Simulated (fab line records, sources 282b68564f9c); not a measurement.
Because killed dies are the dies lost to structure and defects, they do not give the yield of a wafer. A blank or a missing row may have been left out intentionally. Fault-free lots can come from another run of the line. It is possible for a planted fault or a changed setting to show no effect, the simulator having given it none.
What tool caused it? -- flow rit_cmos -- 13 lots, 39 wafers sampled, at 3 steps of a route of 202

WHAT THE GAUGES SHOWED, per wafer
RIT_SILICIDE_RS_MEAS_02: the measuring method here is four-point-probe.
lot,measured,on,SILICIDE_TI_RS (ohm/sq)
L705,day 3 09:13,film_metro-02,48.8 48.6 48.9
L708,day 4 01:14,film_metro-02,47.8 48.2 47.4
L709,day 4 04:02,film_metro-02,48.8 48.0 48.5
L710,day 4 09:04,film_metro-03,48.2 47.7 47.2
L711,day 4 12:43,film_metro-01,48.1 48.1 47.8
L714,day 5 05:35,film_metro-02,48.0 48.5 47.5
L715,day 5 09:22,film_metro-03,47.8 47.3 47.7
L717,day 5 23:17,film_metro-02,47.8 47.3 48.1
L718,day 6 07:43,film_metro-01,46.8 47.2 47.1
L721,day 6 18:39,film_metro-03,48.0 43.7 47.7
L724,day 7 12:16,film_metro-03,47.6 47.5 47.8
L726,day 8 00:10,film_metro-01,47.9 47.2 47.3
L727,day 8 11:43,film_metro-03,46.7 47.5 47.1

RIT_SILICIDE_THK_MEAS_03: measures by xrf.
lot,measured,on,SILICIDE_TI_THK (nm)
L705,day 3 09:20,film_metro-02,29.0 29.2 29.1
L708,day 4 01:21,film_metro-02,29.4 29.1 29.4
L709,day 4 04:10,film_metro-02,28.8 29.3 29.1
L710,day 4 09:11,film_metro-03,29.0 29.5 29.7
L711,day 4 12:50,film_metro-01,29.4 29.2 29.5
L714,day 5 05:43,film_metro-02,29.5 29.2 29.7
L715,day 5 09:29,film_metro-03,29.4 29.6 29.3
L717,day 5 23:23,film_metro-02,29.5 29.9 29.5
L718,day 6 07:50,film_metro-01,30.0 29.8 29.9
L721,day 6 18:45,film_metro-03,29.1 31.3 29.2
L724,day 7 12:23,film_metro-03,29.4 29.5 29.4
L726,day 8 00:17,film_metro-01,29.6 29.6 29.8
L727,day 8 11:50,film_metro-03,29.8 29.5 29.5

WHAT TOOL EACH LOT RAN ON (gives the tool, then ch and the chambers of the sampled wafers, and finally the start)
lot,RIT_SILICIDE_SPUTTER_01
L705,"pvd_sputter-03, day 3 09:03"
L708,"pvd_sputter-02, day 4 01:05"
L709,"pvd_sputter-04, day 4 03:53"
L710,"pvd_sputter-02, day 4 08:55"
L711,"pvd_sputter-03, day 4 12:34"
L714,"pvd_sputter-02, day 5 05:26"
L715,"pvd_sputter-03, day 5 09:13"
L717,"pvd_sputter-03, day 5 23:05"
L718,"pvd_sputter-02, day 6 07:34"
L721,"pvd_sputter-03, day 6 18:28"
L724,"pvd_sputter-04, day 7 12:06"
L726,"pvd_sputter-02, day 8 00:01"
L727,"pvd_sputter-02, day 8 11:34"
- RIT_SILICIDE_SPUTTER_01: material Ti, target thk 30 nm, time 240 s.

WHAT THE TOOLS THEMSELVES READ (means of the sampled wafers that have a number; where no wafer has one, the mark that the record gives instead)
RIT_SILICIDE_SPUTTER_01.
lot,tool,cathode_dc_power_W (W),throttle_valve_pct (%)
L705,pvd_sputter-03,350.01,28.9
L708,pvd_sputter-02,349.95,31.0
L709,pvd_sputter-04,349.94,30.2
L710,pvd_sputter-02,349.97,30.7
L711,pvd_sputter-03,349.98,29.4
L714,pvd_sputter-02,350.06,31.2
L715,pvd_sputter-03,349.94,28.4
L717,pvd_sputter-03,350.02,30.7
L718,pvd_sputter-02,350.04,30.7
L721,pvd_sputter-03,359.19,30.1
L724,pvd_sputter-04,350.02,31.3
L726,pvd_sputter-02,350.01,31.5
L727,pvd_sputter-02,350.06,30.6

THE ANSWER, worked out from the rows above alone
Rule: usual is defined by the lots themselves. The widest of any qualifying gaps counts: lots, ordered by their means at a reading, are off when they make up no more than a third of the lots, leave a main group of 4 or more, and stand apart from it by 3 or more times the standard deviation of that group's means. Not used: any main group whose means are identical at the precision the tables above print for the reading. Also off: a lot with no number at a reading for which 4 or more lots have one. All remaining lots with rows at the step are treated as sound. The gauges are gone through in route order, then the tools' own readings, and for those a lot's mean is taken as printed above. The first step at which some lot is off is used, and at that step the reading that is off furthest; a lot without a number counts as furthest.
Off, at RIT_SILICIDE_SPUTTER_01 on cathode_dc_power_W: L721. Main group: mean 350.00 W, sd 0.042.
A tool fits if, at that step or a process step before it, it ran every lot that is off, and no sound lot after the first of them. One fits: pvd_sputter-03 at RIT_SILICIDE_SPUTTER_01. Its last sound lot is L717 (day 5 23:05), its first lot that is off L721 (day 6 18:28): a fault that began between those two fits.
The tool's own readings at RIT_SILICIDE_SPUTTER_01 bear it out: on the lots that are off they differ by more than 5 times the standard deviation of the sound lots' means. cathode_dc_power_W reads 359.19 W there against 350.00 W on the sound lots.

WHAT HAD BEEN PUT IN BY THE SIMULATOR
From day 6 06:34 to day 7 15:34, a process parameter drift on pvd_sputter-03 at RIT_SILICIDE_SPUTTER_01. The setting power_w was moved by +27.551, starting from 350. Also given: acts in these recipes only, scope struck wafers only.
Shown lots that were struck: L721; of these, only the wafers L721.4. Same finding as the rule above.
